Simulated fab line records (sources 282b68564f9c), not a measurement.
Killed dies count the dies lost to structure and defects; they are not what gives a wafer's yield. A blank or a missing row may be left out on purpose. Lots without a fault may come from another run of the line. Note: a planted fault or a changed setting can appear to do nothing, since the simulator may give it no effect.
fab line records | flow rit_cmos
record: lots: 7 | wafers: 21 | last_day: 7
route steps=202 shown CONTACT@178 M1@184
lots with no fault: from the same line, run without faults
start_h: the number of hours between the record's first day and the start of the first shown wafer of the lot | wait_h: hours elapsed since this lot's preceding step | " the same as in the row above | L1.1+2: one row covering several wafers at once | - either no value or no given start | * or withheld: withheld | < > ~ a bound
route shown NAME@n: names a module that has steps shown in the file, with the first one's number in the route | usual: average and standard deviation across the fault-free wafers | same: alike in all rows | chamber/n: place in a boat | sites: readings site by site | _std_site: their standard deviation | _edge_site: inner sites' mean taken away from outer sites' mean | radius_mm: for every site, how far away it sits from the centre of the wafer | mask NAME#n: copy n | behind: the tool/chamber that last shaped the wafer | hold: reason for holding the lot/hours on hold/outcome of the hold | device: transistor that didn't switch, given as n, p or np | end of line: tests of these same wafers at the route's end | for a step that has no rows: nothing shown but its recipe | killed: dies lost to structure and defects at the first sort, not the wafer's yield | map: shows each die of a wafer: x if killed, . if not, _ if none is there
set.NAME: the setting as run; set.NAME@STEP: as run at that earlier step | model.NAME: the simulator's own value behind a step, which no gauge read
lots at selected steps of the route; one table per step, one row per wafer
services: from which hour (start_h, from the record's first day; less than 0 if before it) a tool's chamber was out of use, for how many hours, and why
== steps ==
step: RIT_CONTACT_HARDBAKE_10
recipe: resist: NOVOLAK | temp_c: 140 | time_s: 60
step: RIT_CONTACT_ETCH_11
recipe: target_depth_a: 4800 | over_etch_frac: 0.2 | stop_on: TiSi2 | chemistry: CHF3/CF4/Ar | target: SiO2 | CHF3_flow_sccm: 50 | cf4_flow_sccm: 10 | Ar_flow_sccm: 100 | O2_flow_sccm: 5 | pressure_mtorr: 100 | rf_w: 200 | time_s: 320
usual: drypump_motor_current_A: 5.8/0.41 | mfc_ar_sccm: 100.0/0.31 | oes_product_au: 0.991/0.02 | rf_fwd_power_W: 199.5/0.7 | throttle_valve_pct: 8.82/0.081
lot.wafer | tool        | chamber | start_h | wait_h | drypump_motor_current_A | mfc_ar_sccm | oes_product_au | rf_fwd_power_W | rf_hours_counter_h | throttle_valve_pct
L401.2    | rie_diel-03 | 2       | 54.40   | 0.1    | 5.9                     | 99.4        | 0.981          | 199.5          | 128                | 8.90
L401.5    | "           | 1       | "       | "      | 6.0                     | 100.4       | 0.966          | 198.9          | -                  | 8.81
L401.6    | "           | 0       | "       | "      | 5.6                     | 100.5       | 1.008          | 200.1          | -                  | 8.83
L412.1    | rie_diel-03 | 3       | 111.53  | 0.1    | 4.9                     | 100.3       | 0.995          | 200.1          | 70                 | 8.84
L412.3    | "           | 0       | "       | "      | 5.6                     | 99.9        | 1.017          | 199.6          | 6                  | 8.81
L412.4    | "           | 1       | "       | "      | 6.0                     | 99.6        | 0.966          | 198.8          | -                  | 8.81
L413.1    | rie_diel-04 | 2       | 117.96  | 0.1    | 6.3                     | 99.8        | 0.967          | 198.9          | 136                | 8.68
L413.2    | "           | 1       | "       | "      | 6.2                     | 100.0       | 1.006          | 198.8          | 72                 | 8.73
L413.4    | "           | 3       | "       | "      | 5.8                     | 99.9        | 0.974          | 198.9          | 30                 | 8.94
L415.2    | rie_diel-04 | 2       | 127.78  | 0.1    | 6.3                     | 99.6        | 0.971          | 200.5          | 136                | 8.67
L415.3    | "           | 1       | "       | "      | 6.2                     | 100.2       | 1.003          | 199.3          | 73                 | 8.71
L415.5    | "           | 2       | "       | "      | 6.3                     | 99.9        | 0.969          | 199.5          | -                  | 8.66
L418.2    | rie_diel-03 | 0       | 142.93  | 0.1    | 5.6                     | 99.9        | 1.023          | 200.4          | 6                  | 8.83
L418.3    | "           | 2       | "       | "      | 5.8                     | 100.0       | 0.975          | 199.3          | 130                | 8.92
L418.5    | "           | 0       | "       | "      | 5.6                     | 100.5       | 1.021          | 200.4          | -                  | 8.83
L421.3    | rie_diel-04 | 0       | 157.75  | 0.1    | 6.2                     | 100.1       | 1.022          | 198.5          | 132                | 8.80
L421.4    | "           | 3       | "       | "      | 5.7                     | 100.3       | 0.971          | 199.8          | 31                 | 8.93
L421.6    | "           | 3       | "       | "      | 5.8                     | 100.5       | 0.981          | 199.2          | -                  | 8.95
L423.1    | rie_diel-04 | 3       | 165.27  | 0.1    | 5.7                     | 100.0       | 0.980          | 198.4          | 31                 | 8.94
L423.4    | "           | 3       | "       | "      | 5.8                     | 100.1       | 0.975          | 199.7          | -                  | 8.93
L423.6    | "           | 0       | "       | "      | 6.2                     | 100.0       | 1.021          | 199.8          | -                  | 8.81
step: RIT_CONTACT_STRIP_12
recipe: chemistry: O2 | time_s: 180 | resist: NOVOLAK | platen_temp_c: withheld | power_w: 500 | pressure_mtorr: 4000 | o2_flow_sccm: 4000
usual: drypump_motor_current_A: 5.9/0.37
lot.wafer | tool            | chamber | start_h | wait_h | drypump_motor_current_A | rf_hours_counter_h
L401.2    | plasma_asher-03 | 1       | 54.59   | 0.1    | 5.7                     | 43
L401.5    | "               | 0       | "       | "      | 6.4                     | -
L401.6    | "               | 1       | "       | "      | 5.7                     | -
L412.1    | plasma_asher-02 | 1       | 111.72  | 0.1    | 5.5                     | 34
L412.3    | "               | 1       | "       | "      | 5.5                     | -
L412.4    | "               | 0       | "       | "      | 5.6                     | -
L413.1    | plasma_asher-04 | 0       | 118.16  | 0.1    | 5.6                     | 0
L413.2    | "               | 1       | "       | "      | 6.4                     | 0
L413.4    | "               | 1       | "       | "      | 6.4                     | -
L415.2    | plasma_asher-04 | 1       | 127.98  | 0.1    | 6.4                     | 1
L415.3    | "               | 1       | "       | "      | 6.4                     | -
L415.5    | "               | 1       | "       | "      | 6.4                     | -
L418.2    | plasma_asher-04 | 0       | 143.13  | 0.1    | 5.6                     | 3
L418.3    | "               | 0       | "       | "      | 5.6                     | -
L418.5    | "               | 1       | "       | "      | 6.4                     | -
L421.3    | plasma_asher-04 | 0       | 158.00  | 0.2    | 5.6                     | -
L421.4    | "               | 1       | "       | "      | 6.4                     | -
L421.6    | "               | 1       | "       | "      | 6.4                     | -
L423.1    | plasma_asher-03 | 0       | 165.46  | 0.1    | 6.4                     | 55
L423.4    | "               | 1       | "       | "      | 5.7                     | -
L423.6    | "               | 1       | "       | "      | 5.7                     | -
step: RIT_CONTACT_CD_MEAS_90
recipe: target_cd_nm: 1000
usual: cd_nm: 999.9/2.5
lot.wafer | tool      | chamber | start_h | wait_h | cd_nm
L401.2    | cd_sem-01 | -       | 54.79   | 0.1    | 997.9
L401.5    | "         | -       | "       | "      | 999.2
L401.6    | "         | -       | "       | "      | 1000.0
L412.1    | cd_sem-02 | -       | 111.90  | 0.1    | 994.7
L412.3    | "         | -       | "       | "      | 993.6
L412.4    | "         | -       | "       | "      | 998.2
L413.1    | cd_sem-01 | -       | 118.33  | 0.1    | 996.4
L413.2    | "         | -       | "       | "      | 999.0
L413.4    | "         | -       | "       | "      | 1001.7
L415.2    | cd_sem-02 | -       | 128.17  | 0.1    | 998.5
L415.3    | "         | -       | "       | "      | 996.0
L415.5    | "         | -       | "       | "      | 998.7
L418.2    | cd_sem-01 | -       | 143.32  | 0.1    | 1000.4
L418.3    | "         | -       | "       | "      | 1002.1
L418.5    | "         | -       | "       | "      | 1000.1
L421.3    | cd_sem-01 | -       | 158.16  | 0.1    | 999.5
L421.4    | "         | -       | "       | "      | 997.7
L421.6    | "         | -       | "       | "      | 999.6
L423.1    | cd_sem-02 | -       | 165.64  | 0.1    | 996.9
L423.4    | "         | -       | "       | "      | 996.2
L423.6    | "         | -       | "       | "      | 997.4
step: RIT_CONTACT_CLEAN_13
recipe: chemistry: SC1 | mix: 3:3:50 | time_s: 600 | temp_c: 75
step: RIT_CONTACT_CLEAN_14
recipe: chemistry: SC2 | mix: 3:3:50 | time_s: 600 | temp_c: 75 | dry: n2_spin
step: RIT_M1_SPUTTER_00
recipe: material: Al | target_thk_nm: 400 | power_w: 2000 | chamber_pressure_pa: 0.4 | gas: Ar | time_s: 500 | substrate_temp_c: 25
usual: throttle_valve_pct: 30.5/1.4
lot.wafer | tool           | chamber | start_h | wait_h | throttle_valve_pct
L401.2    | pvd_sputter-01 | -       | 55.24   | 0.0    | 30.5
L401.5    | "              | -       | "       | "      | 27.3
L401.6    | "              | -       | "       | "      | 29.8
L412.1    | pvd_sputter-01 | -       | 112.38  | 0.0    | 31.2
L412.3    | "              | -       | "       | "      | 27.9
L412.4    | "              | -       | "       | "      | 30.4
L413.1    | pvd_sputter-02 | -       | 118.80  | 0.0    | 33.3
L413.2    | "              | -       | "       | "      | 31.1
L413.4    | "              | -       | "       | "      | 30.0
L415.2    | pvd_sputter-02 | -       | 128.62  | 0.0    | 30.1
L415.3    | "              | -       | "       | "      | 31.5
L415.5    | "              | -       | "       | "      | 33.0
L418.2    | pvd_sputter-02 | -       | 143.79  | 0.0    | 30.2
L418.3    | "              | -       | "       | "      | 29.6
L418.5    | "              | -       | "       | "      | 31.2
L421.3    | pvd_sputter-02 | -       | 158.78  | 0.0    | 31.3
L421.4    | "              | -       | "       | "      | 29.9
L421.6    | "              | -       | "       | "      | 30.2
L423.1    | pvd_sputter-01 | -       | 166.11  | 0.0    | 29.6
L423.4    | "              | -       | "       | "      | 30.2
L423.6    | "              | -       | "       | "      | 30.2
step: RIT_M1_RS_MEAS_01
recipe: thk_meas_gauge: four-point-probe | reads: Al_of_M1_SPUTTER_00
usual: M1_AL_RS: 0.0731/0.0011
lot.wafer | tool          | chamber | start_h | wait_h | M1_AL_RS[ohm/sq]
L401.2    | film_metro-04 | -       | 55.55   | 0.2    | 0.0745
L401.5    | "             | -       | "       | "      | 0.0752
L401.6    | "             | -       | "       | "      | 0.0756
L412.1    | film_metro-04 | -       | 112.68  | 0.1    | 0.0733
L412.3    | "             | -       | "       | "      | 0.0740
L412.4    | "             | -       | "       | "      | 0.0731
L413.1    | film_metro-01 | -       | 119.09  | 0.1    | 0.0731
L413.2    | "             | -       | "       | "      | 0.0717
L413.4    | "             | -       | "       | "      | 0.0725
L415.2    | film_metro-01 | -       | 128.93  | 0.2    | 0.0735
L415.3    | "             | -       | "       | "      | 0.0727
L415.5    | "             | -       | "       | "      | 0.0742
L418.2    | film_metro-01 | -       | 144.10  | 0.2    | 0.0727
L418.3    | "             | -       | "       | "      | 0.0735
L418.5    | "             | -       | "       | "      | 0.0715
L421.3    | film_metro-01 | -       | 159.12  | 0.2    | 0.0710
L421.4    | "             | -       | "       | "      | 0.0723
L421.6    | "             | -       | "       | "      | 0.0726
L423.1    | film_metro-04 | -       | 166.40  | 0.1    | 0.0732
L423.4    | "             | -       | "       | "      | 0.0738
L423.6    | "             | -       | "       | "      | 0.0744
step: RIT_M1_THK_MEAS_02
recipe: thk_meas_gauge: xrf | reads: Al_of_M1_SPUTTER_00
usual: M1_AL_THK: 398/6.6
lot.wafer | tool          | chamber | start_h | wait_h | M1_AL_THK[nm]
L401.2    | film_metro-04 | -       | 55.66   | 0.1    | 389
L401.5    | "             | -       | "       | "      | 384
L401.6    | "             | -       | "       | "      | 382
L412.1    | film_metro-04 | -       | 112.80  | 0.1    | 395
L412.3    | "             | -       | "       | "      | 392
L412.4    | "             | -       | "       | "      | 400
L413.1    | film_metro-01 | -       | 119.21  | 0.1    | 401
L413.2    | "             | -       | "       | "      | 408
L413.4    | "             | -       | "       | "      | 402
L415.2    | film_metro-01 | -       | 129.04  | 0.1    | 395
L415.3    | "             | -       | "       | "      | 401
L415.5    | "             | -       | "       | "      | 390
L418.2    | film_metro-01 | -       | 144.21  | 0.1    | 402
L418.3    | "             | -       | "       | "      | 397
L418.5    | "             | -       | "       | "      | 407
L421.3    | film_metro-01 | -       | 159.22  | 0.1    | 413
L421.4    | "             | -       | "       | "      | 403
L421.6    | "             | -       | "       | "      | 401
L423.1    | film_metro-04 | -       | 166.52  | 0.1    | 392
L423.4    | "             | -       | "       | "      | 391
L423.6    | "             | -       | "       | "      | 383
step: RIT_M1_HMDS_03
recipe: prime_time_s: 60 | prime_temp_c: 140
step: RIT_M1_COAT_04
recipe: resist: NOVOLAK | spin_rpm: 2000 | resist_thk_nm: 1325
step: RIT_M1_SOFTBAKE_05
recipe: resist: NOVOLAK | temp_c: 90 | time_s: 60
step: RIT_M1_EXPOSE_06
recipe: mask_id: M12 | na: 0.6 | source_shape: conventional | sigma_outer: 0.5 | target_cd_nm: 2600 | dose_mj: 250
lot.wafer  | tool             | chamber | start_h | wait_h | mask  | model.M1.overlay_x_nm
L401.2+5+6 | iline_stepper-02 | 0       | 56.19   | 0.1    | M12#0 | 1.164
L412.1+3+4 | iline_stepper-01 | 0       | 113.43  | 0.2    | M12#0 | 0.5903
L413.1+2+4 | iline_stepper-02 | 0       | 119.85  | 0.2    | M12#0 | -0.3829
L415.2+3+5 | iline_stepper-01 | 0       | 129.69  | 0.2    | M12#0 | -0.16
L418.2+3+5 | iline_stepper-02 | 0       | 144.86  | 0.2    | M12#0 | 360.8
L421.3+4+6 | iline_stepper-02 | 0       | 159.87  | 0.2    | M12#0 | 359.9
L423.1+4+6 | iline_stepper-02 | 0       | 167.16  | 0.2    | M12#0 | 358.6
step: RIT_M1_PEB_07
recipe: resist: NOVOLAK | temp_c: withheld | time_s: withheld
step: RIT_M1_DEVELOP_08
recipe: resist: NOVOLAK | develop_time_s: 68 | dev_temp_c: 23
step: RIT_M1_CD_MEAS_09
recipe: target_cd_nm: 2600
usual: cd_nm: 2600.3/2.2
lot.wafer | tool      | chamber | start_h | wait_h | cd_nm
L401.2    | cd_sem-01 | -       | 56.62   | -      | 2599.4
L401.5    | "         | -       | "       | "      | 2600.2
L401.6    | "         | -       | "       | "      | 2597.5
L412.1    | cd_sem-02 | -       | 113.86  | -      | 2605.0
L412.3    | "         | -       | "       | "      | 2604.1
L412.4    | "         | -       | "       | "      | 2603.9
L413.1    | cd_sem-02 | -       | 120.28  | -      | 2598.0
L413.2    | "         | -       | "       | "      | 2594.9
L413.4    | "         | -       | "       | "      | 2597.8
L415.2    | cd_sem-01 | -       | 130.12  | -      | 2601.0
L415.3    | "         | -       | "       | "      | 2597.1
L415.5    | "         | -       | "       | "      | 2598.8
L418.2    | cd_sem-01 | -       | 145.31  | -      | 2602.1
L418.3    | "         | -       | "       | "      | 2600.7
L418.5    | "         | -       | "       | "      | 2601.0
L421.3    | cd_sem-02 | -       | 160.30  | -      | 2600.9
L421.4    | "         | -       | "       | "      | 2598.3
L421.6    | "         | -       | "       | "      | 2598.9
L423.1    | cd_sem-02 | -       | 167.59  | -      | 2598.2
L423.4    | "         | -       | "       | "      | 2596.0
L423.6    | "         | -       | "       | "      | 2596.0
step: RIT_M1_OVL_MEAS_10
usual: M1_OVL: 0.7/1.2
lot.wafer | tool       | chamber | start_h | wait_h | M1_OVL[nm]
L401.2    | overlay-02 | -       | 56.73   | 0.1    | -1.1
L401.5    | "          | -       | "       | "      | 2.1
L401.6    | "          | -       | "       | "      | 2.6
L412.1    | overlay-01 | -       | 113.98  | 0.1    | 2.1
L412.3    | "          | -       | "       | "      | 1.3
L412.4    | "          | -       | "       | "      | 0.5
L413.1    | overlay-01 | -       | 120.40  | 0.1    | 1.8
L413.2    | "          | -       | "       | "      | 1.2
L413.4    | "          | -       | "       | "      | 0.9
L415.2    | overlay-01 | -       | 130.23  | 0.1    | 0.2
L415.3    | "          | -       | "       | "      | 1.1
L415.5    | "          | -       | "       | "      | -1.0
L418.2    | overlay-01 | -       | 145.42  | 0.1    | 362.3
L418.3    | "          | -       | "       | "      | 361.8
L418.5    | "          | -       | "       | "      | 363.7
L421.3    | overlay-02 | -       | 160.39  | 0.1    | 358.0
L421.4    | "          | -       | "       | "      | 360.2
L421.6    | "          | -       | "       | "      | 360.3
L423.1    | overlay-01 | -       | 167.71  | 0.1    | 359.2
L423.4    | "          | -       | "       | "      | 359.6
L423.6    | "          | -       | "       | "      | 360.4
step: RIT_M1_HARDBAKE_11
recipe: resist: NOVOLAK | temp_c: 140 | time_s: 120
step: RIT_M1_PROBE_99
usual: defect_limited_yield: 97.6/1.1 | killed_at_front_end: 6.3/2.9 | killed_dies: 6.4/2.8 | killed_on_rim: 1.7/1.4 | killed_open: 3.3/2 | killed_short: 3.1/2
same: gross_dies: 264 | killed_at_M0_to_M3: 0 | killed_at_M4_up: 0 | killed_at_back_side: 0 | killed_at_contacts: 0 | killed_at_other: 0
lot.wafer | tool      | chamber | start_h | wait_h | defect_limited_yield[%] | killed_at_front_end | killed_dies | killed_on_rim | killed_open | killed_short | model.etest.tester.sort_n_pass | model.etest.tester.sort_yield_pct | model.etest.nmos_0p15.junction_log10_a_um | model.etest.nmos_narrow.off_log10_a_um | model.etest.nmos_0p3.off_log10_a_um | model.etest.gate_end_array.leak_log10_a_um | model.etest.pmos_0p15.junction_log10_a_um | model.etest.contact_diode_array.leak_log10_a
L401.2    | prober-01 | -       | 59.31   | 0.1    | 98.1                    | 5                   | 5           | 2             | 0           | 5            | 259                            | 98.11                             | -13.55                                    | -13.27                                 | -13.03                              | -12.84                                     | -13.55                                    | -9.411
L401.5    | prober-01 | -       | 59.46   | 0.2    | 98.5                    | 4                   | 4           | 1             | 2           | 2            | 260                            | 98.48                             | -13.38                                    | -13.05                                 | -13                                 | -12.81                                     | -13.72                                    | -9.29
L401.6    | prober-01 | -       | 59.51   | 0.2    | 96.2                    | 10                  | 10          | 3             | 5           | 5            | 254                            | 96.21                             | -13.63                                    | -13.32                                 | -13.16                              | -12.96                                     | -13.73                                    | -9.458
L412.1    | prober-01 | -       | 116.54  | 0.1    | 97.0                    | 8                   | 8           | 3             | 3           | 5            | 256                            | 96.97                             | -13.57                                    | -13.28                                 | -12.88                              | -12.67                                     | -13.9                                     | -9.386
L412.3    | prober-01 | -       | 116.64  | 0.2    | 97.7                    | 6                   | 6           | 1             | 3           | 3            | 258                            | 97.73                             | -13.53                                    | -13.19                                 | -12.84                              | -12.71                                     | -13.87                                    | -9.364
L412.4    | prober-01 | -       | 116.69  | 0.2    | 97.7                    | 6                   | 6           | 3             | 3           | 3            | 258                            | 97.73                             | -13.36                                    | -13.16                                 | -12.97                              | -12.77                                     | -13.88                                    | -9.078
L413.1    | prober-02 | -       | 122.94  | 0.1    | 98.1                    | 5                   | 5           | 0             | 2           | 3            | 259                            | 98.11                             | -13.52                                    | -13.18                                 | -12.92                              | -12.63                                     | -13.88                                    | -9.663
L413.2    | prober-02 | -       | 122.99  | 0.1    | 97.0                    | 8                   | 8           | 2             | 4           | 4            | 256                            | 96.97                             | -13.46                                    | -13.17                                 | -12.92                              | -12.83                                     | -13.96                                    | -9.475
L413.4    | prober-02 | -       | 123.09  | 0.2    | 97.7                    | 6                   | 6           | 2             | 3           | 3            | 258                            | 97.73                             | -13.61                                    | -13.25                                 | -13.09                              | -12.88                                     | -13.72                                    | -9.488
L415.2    | prober-02 | -       | 132.81  | 0.1    | 97.3                    | 7                   | 7           | 2             | 5           | 2            | 257                            | 97.35                             | -13.56                                    | -13.1                                  | -12.91                              | -12.83                                     | -13.8                                     | -9.686
L415.3    | prober-02 | -       | 132.86  | 0.2    | 99.6                    | 1                   | 1           | 0             | 1           | 0            | 263                            | 99.62                             | -13.53                                    | -13.08                                 | -12.96                              | -12.76                                     | -13.67                                    | -9.445
L415.5    | prober-02 | -       | 132.96  | 0.2    | 95.5                    | 12                  | 12          | 2             | 8           | 4            | 252                            | 95.45                             | -13.52                                    | -13.23                                 | -12.97                              | -12.7                                      | -13.74                                    | -9.393
L418.2    | prober-01 | -       | 148.02  | 0.1    | 100.0                   | 0                   | 0           | 0             | 0           | 0            | 102                            | 38.64                             | -10.03                                    | -10.03                                 | -10.03                              | -9.874                                     | -11.03                                    | -6.748
L418.3    | prober-01 | -       | 148.07  | 0.2    | 98.1                    | 5                   | 5           | 1             | 3           | 2            | 46                             | 17.42                             | -9.915                                    | -9.915                                 | -9.914                              | -9.755                                     | -10.91                                    | -6.806
L418.5    | prober-01 | -       | 148.17  | 0.2    | 97.0                    | 8                   | 8           | 3             | 3           | 5            | 110                            | 41.67                             | -10.04                                    | -10.03                                 | -10.03                              | -9.894                                     | -11.03                                    | -6.688
L421.3    | prober-02 | -       | 163.15  | 0.2    | 98.5                    | 4                   | 4           | 1             | 2           | 2            | 124                            | 46.97                             | -10.05                                    | -10.05                                 | -10.05                              | -9.898                                     | -11.05                                    | -6.689
L421.4    | prober-02 | -       | 163.20  | 0.2    | 98.1                    | 5                   | 5           | 0             | 3           | 2            | 229                            | 86.74                             | -10.26                                    | -10.26                                 | -10.26                              | -9.962                                     | -11.26                                    | -7.04
L421.6    | prober-02 | -       | 163.30  | 0.2    | 98.5                    | 4                   | 4           | 2             | 4           | 0            | 243                            | 92.05                             | -10.29                                    | -10.29                                 | -10.29                              | -10.1                                      | -11.29                                    | -6.981
L423.1    | prober-02 | -       | 170.25  | 0.1    | 96.2                    | 10                  | 10          | 7             | 7           | 3            | 239                            | 90.53                             | -10.27                                    | -10.27                                 | -10.27                              | -10.1                                      | -11.27                                    | -6.971
L423.4    | prober-02 | -       | 170.40  | 0.2    | 95.8                    | 11                  | 11          | 2             | 5           | 6            | 245                            | 92.8                              | -10.34                                    | -10.34                                 | -10.34                              | -10.12                                     | -11.34                                    | -7.115
L423.6    | prober-02 | -       | 170.50  | 0.2    | 98.5                    | 4                   | 4           | 2             | 2           | 2            | 97                             | 36.74                             | -10.02                                    | -10.02                                 | -10.02                              | -9.916                                     | -11.02                                    | -6.724
killed by level:class
L401.2 REOX:geometric_particle:short=3 GATE:geometric_particle:short=1 SPACER:geometric_particle:short=1
L401.5 GATE:geometric_particle:short=2 FOX1:geometric_particle:open=1 FOX2:geometric_particle:open=1
L401.6 GATE:geometric_particle:open=3 FOX2:geometric_particle:short=2 SPACER:geometric_particle:open=2 FOX1:geometric_particle:short=1 GATE:geometric_particle:short=1 SILICIDE:geometric_particle:short=1
L412.1 FOX1:geometric_particle:short=2 FOX2:geometric_particle:short=1 GATE:geometric_particle:open=1 GATE:geometric_particle:short=1 REOX:geometric_particle:open=1 SPACER:geometric_particle:short=1 SPACER:geometric_particle:open=1
L412.3 FOX2:geometric_particle:open=2 GATE:geometric_particle:short=2 FOX2:geometric_particle:short=1 GATE:geometric_particle:open=1
L412.4 SPACER:geometric_particle:open=2 FOX1:geometric_particle:short=1 FOX2:geometric_particle:short=1 GATE:geometric_particle:short=1 GATE:geometric_particle:open=1
L413.1 FOX1:geometric_particle:open=1 FOX1:geometric_particle:short=1 GATE:geometric_particle:open=1 REOX:geometric_particle:short=1 SILICIDE:geometric_particle:short=1
L413.2 REOX:geometric_particle:short=3 FOX1:geometric_particle:open=2 FOX2:geometric_particle:open=1 GATE:geometric_particle:short=1 SILICIDE:geometric_particle:open=1
L413.4 FOX1:geometric_particle:short=2 GATE:geometric_particle:open=2 FOX1:geometric_particle:open=1 GATE:geometric_particle:short=1
L415.2 GATE:geometric_particle:open=3 FOX1:geometric_particle:open=1 FOX1:geometric_particle:short=1 FOX2:geometric_particle:short=1 SILICIDE:geometric_particle:open=1
L415.3 FOX1:geometric_particle:open=1
L415.5 GATE:geometric_particle:short=3 GATE:geometric_particle:open=3 FOX2:geometric_particle:open=2 FOX1:geometric_particle:open=1 FOX1:geometric_particle:short=1 REOX:geometric_particle:open=1 SILICIDE:geometric_particle:open=1
L418.2
L418.3 SPACER:geometric_particle:open=2 FOX1:geometric_particle:open=1 GATE:geometric_particle:short=1 SPACER:geometric_particle:short=1
L418.5 SPACER:geometric_particle:short=2 FOX2:geometric_particle:open=1 FOX2:geometric_particle:short=1 GATE:geometric_particle:open=1 GATE:geometric_particle:short=1 REOX:geometric_particle:short=1 SPACER:geometric_particle:open=1
L421.3 FOX1:geometric_particle:short=1 FOX2:geometric_particle:short=1 REOX:geometric_particle:open=1 SILICIDE:geometric_particle:open=1
L421.4 GATE:geometric_particle:open=2 GATE:geometric_particle:short=2 REOX:geometric_particle:open=1
L421.6 FOX1:geometric_particle:open=1 FOX2:geometric_particle:open=1 GATE:geometric_particle:open=1 SPACER:geometric_particle:open=1
L423.1 FOX1:geometric_particle:open=2 SILICIDE:geometric_particle:open=2 FOX1:geometric_particle:short=1 FOX2:geometric_particle:open=1 GATE:geometric_particle:short=1 GATE:geometric_particle:open=1 REOX:geometric_particle:short=1 REOX:geometric_particle:open=1
L423.4 FOX1:geometric_particle:short=4 GATE:geometric_particle:open=2 REOX:geometric_particle:open=2 GATE:geometric_particle:short=1 REOX:geometric_particle:short=1 SPACER:geometric_particle:open=1
L423.6 REOX:geometric_particle:open=2 SILICIDE:geometric_particle:short=2
== services ==
tool             | chamber | start_h | hours | kind
plasma_asher-03  | -       | 32.03   | 0.3   | repair
iline_stepper-02 | -       | 49.13   | 1.7   | pm
rie_diel-03      | 3       | 55.04   | 15.0  | repair
plasma_asher-03  | -       | 59.40   | 2.3   | repair
pvd_sputter-01   | -       | 60.96   | 3.0   | repair
rie_diel-04      | -       | 65.34   | 1.1   | repair
rie_diel-03      | 1       | 81.72   | 18.8  | repair
iline_stepper-02 | 0       | 81.90   | -     | calibration
iline_stepper-02 | -       | 85.59   | 2.3   | repair
pvd_sputter-02   | -       | 92.19   | 3.7   | repair
rie_diel-03      | -       | 97.19   | 2.8   | pm
rie_diel-03      | 2       | 107.50  | 12.0  | repair
plasma_asher-04  | -       | 108.75  | 9.0   | pm
plasma_asher-04  | 0       | 108.75  | 9.0   | vent_cycle
plasma_asher-04  | 1       | 108.75  | 9.0   | vent_cycle
plasma_asher-04  | 0       | 117.75  | -     | clean
plasma_asher-04  | 1       | 117.75  | -     | clean
pvd_sputter-02   | -       | 120.33  | 3.4   | repair
iline_stepper-01 | 0       | 131.86  | -     | calibration
rie_diel-04      | 1       | 164.75  | 4.5   | repair
== key ==
first_sign: step: RIT_M1_OVL_MEAS_10 | reading: M1_OVL | direction: up | sigmas: 99+ | usual: 0.7 | struck: 360.6
effect none on later readings
model_effect: step: RIT_M1_EXPOSE_06 | value: M1.overlay_x_nm | without: -0.2331 | struck: 359.8
model_effect: step: RIT_M1_PROBE_99 | value: etest.tester.sort_n_pass | without: 258.3 | struck: 159.4
met_at RIT_M1_EXPOSE_06
struck_wafers L418.2,L418.3,L418.5,L421.3,L421.4,L421.6,L423.1,L423.4,L423.6
onset_between 119.85 144.86
also_fits time
fault: kind: scanner_matching_overlay | tool: iline_stepper-02 | chamber: - | onset_h: 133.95 | steps: RIT_M1_EXPOSE_06 | offset: 360
